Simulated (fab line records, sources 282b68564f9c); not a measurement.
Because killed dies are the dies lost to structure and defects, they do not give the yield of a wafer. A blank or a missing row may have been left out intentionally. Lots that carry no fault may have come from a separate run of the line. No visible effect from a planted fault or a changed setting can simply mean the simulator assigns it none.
Problem report in the 8D (eight disciplines) form, filled by code | flow rit-cmos | the parts of the form that need people (team, actions taken, sign-off) are left out

## 1. PROBLEM STATEMENT
Mean of developer-temp-C at RIT_M1_DEVELOP_08: 23.72 C over 3 wafers from 1 lot, against 23.01 C (standard deviation 0.11) on wafers with no fault. Relative to the usual mean, that is a shift of +6.4 standard deviations.
The step: develop time 65.5 s.
Seen first at day 5 19:00 on litho-track-02, wafer L651.1. The record holds 39 wafers of 13 lots with a number at this step. Rule for "out" (also "out of limits"): further than 4 standard deviations from the usual mean. All remaining wafers that have a number are taken as sound.

## 2. WHAT IT IS; WHAT IT IS NOT
question                    | is                     | is not
which readings at this step | developer-temp-C       | -
which lots                  | L651                   | L640, L642, L643, L644, L645, L646, L652, L653, L656, L657, L659, L663
which wafers of those lots  | all that have a number | -
read on which tools         | litho-track-02         | litho-track-01, litho-track-04
when                        | from day 5 19:00       | up to then (18 sound wafers); but 18 sound wafers of L652, L653, L656, L657, L659, L663 came after

## 3. SUSPECTS, AND WHAT RULES EACH OUT
Counting: a tool at a process step up to the reading stays a suspect if it ran every lot that is out and no sound lot after the first of them.
- plasma-asher-04 at RIT_NWELL_STRIP_09 (strips in O2, time 180 s): ruled out as a lasting fault. After its first lot that is out, L651 (day 4 06:17), sound lots L657, L659 ran on it.
- litho-track-02 at RIT_M1_DEVELOP_08 (develop time 65.5 s): kept. It ran the lot that is out, L651 (day 5 19:00), and no sound lot after that; its last sound lot up to then is L645 (day 4 13:00). On those wafers its own readings are out: developer-temp-C.
The count leaves litho-track-02 at RIT_M1_DEVELOP_08.

## 4. THE CAUSE (what the simulator had put in)
Process parameter drift: litho-track-02, from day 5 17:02 on, at RIT_M1_DEVELOP_08. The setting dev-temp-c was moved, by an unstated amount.
The count eliminated every tool but this one.

## 5. THE EFFECT CHAIN, in route order
Each row: a reading whose mean over the struck wafers that have a number lies more than 3 standard deviations from the usual. Scope: only readings with a usual standard deviation given in the record; hours: median across lots of the time from each lot's start at the first step in this table that gives one to its start at this step; sigmas: change in usual standard deviations.
hours | step              | reading          | usual   | on struck wafers | change | sigmas
0     | RIT_M1_DEVELOP_08 | developer-temp-C | 23.01 C | 23.72            | +0.71  | +6.4
It contains these process steps:
- RIT_M1_DEVELOP_08: develop time 65.5 s.

## 6. WHAT WOULD HAVE CAUGHT IT SOONER
In this record no reading fell out of limits until day 5 19:00, 2 hours after the fault had begun at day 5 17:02.
